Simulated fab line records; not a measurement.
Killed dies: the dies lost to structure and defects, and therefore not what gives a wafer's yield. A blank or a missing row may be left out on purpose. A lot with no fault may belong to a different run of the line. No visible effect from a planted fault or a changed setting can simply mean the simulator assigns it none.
Split-lot trial    flow rit-cmos    23 wafers read across 5 lots, on a route 202 steps long

== THE SPLIT ==
At RIT_ACTIVE_CVD_03 (deposits Si3N4 from SiH2Cl2/NH3, target thk 150 nm, time 1500 s), the setting time-s was moved away from the recipe's 1500 s on 15 of the 23 wafers read, by -11.7% to -4.5%. For the rest of the wafers, this setting stayed at what the recipe calls for.

Between the split and the reading, the file records no step.

== THE READING ==
At RIT_ACTIVE_THK_MEAS_04: ACTIVE_NITRIDE_THK, given in nm. On this fab line, fault-free wafers typically give 150.3 nm with a standard deviation of 1.7 nm.

wafer   tool, chamber at the split  time-s as run, s  against the recipe  ACTIVE_NITRIDE_THK, nm  against lot-mates on the recipe
L076.1  lpcvd-01, 0                 1500              recipe              150.9                   -
L076.2  lpcvd-01, 0                 1500              recipe              150.1                   -
L076.6  lpcvd-01, 0                 1500              recipe              150.0                   -
L077.2  -, -                        1433              -4.5%               141.6                   no lot-mate on the recipe
L077.3  -, -                        1433              -4.5%               140.8                   no lot-mate on the recipe
L077.4  -, -                        1433              -4.5%               142.6                   no lot-mate on the recipe
L077.5  -, -                        1433              -4.5%               141.5                   no lot-mate on the recipe
L077.6  -, -                        1433              -4.5%               142.7                   no lot-mate on the recipe
L079.2  -, -                        1325              -11.7%              133.3                   no lot-mate on the recipe
L079.3  -, -                        1325              -11.7%              134.4                   no lot-mate on the recipe
L079.4  -, -                        1325              -11.7%              133.8                   no lot-mate on the recipe
L079.5  -, -                        1325              -11.7%              133.9                   no lot-mate on the recipe
L079.6  -, -                        1325              -11.7%              132.8                   no lot-mate on the recipe
L080.1  -, -                        1500              recipe              148.2                   -
L080.2  -, -                        1500              recipe              148.8                   -
L080.4  -, -                        1500              recipe              149.1                   -
L080.5  -, -                        1500              recipe              148.5                   -
L080.6  -, -                        1500              recipe              150.3                   -
L084.1  -, -                        1384              -7.7%               140.0                   no lot-mate on the recipe
L084.2  -, -                        1384              -7.7%               141.4                   no lot-mate on the recipe
L084.3  -, -                        1384              -7.7%               138.6                   no lot-mate on the recipe
L084.4  -, -                        1384              -7.7%               139.7                   no lot-mate on the recipe
L084.5  -, -                        1384              -7.7%               139.2                   no lot-mate on the recipe

THE FIT
A straight line over all 23 wafers: ACTIVE_NITRIDE_THK changes by +1.32 nm for each +1% of time-s; r = +0.98; the points scatter about the line by 1.2 nm.
Too few moved wafers have a lot-mate on the recipe to fit a line with each lot's own level taken away.

== THE WHOLE CHAIN: every reading that the file lists as answering this split, in the file's order ==
step                    what it does                                                         reading                                                                         change (the file's fit)               r (the file's)
RIT_ACTIVE_CVD_03       deposits Si3N4 from SiH2Cl2/NH3, target thk 150 nm, time 1500 s      Si3N4_of_ACTIVE_CVD_03.thk-nm (the simulator's own value, which no gauge read)  +1.32 nm for each +1% of the setting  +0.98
RIT_ACTIVE_THK_MEAS_04                                                                       ACTIVE_NITRIDE_THK                                                              +1.33 for each +1% of the setting     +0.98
RIT_ACTIVE_ETCH_13      etches Si3N4 in SF6, stops on SiO2, time 210 s, target depth 210 nm  etch.depth-nm (the simulator's own value, which no gauge read)                  +1.33 nm for each +1% of the setting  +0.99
RIT_ACTIVE_ETCH_13      etches Si3N4 in SF6, stops on SiO2, time 210 s, target depth 210 nm  ACTIVE.feature-depth-nm (the simulator's own value, which no gauge read)        +1.22 nm for each +1% of the setting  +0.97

== FILE'S OWN FIT ==
ACTIVE_NITRIDE_THK changes by +1.33 nm for each +1% of time-s, r = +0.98.
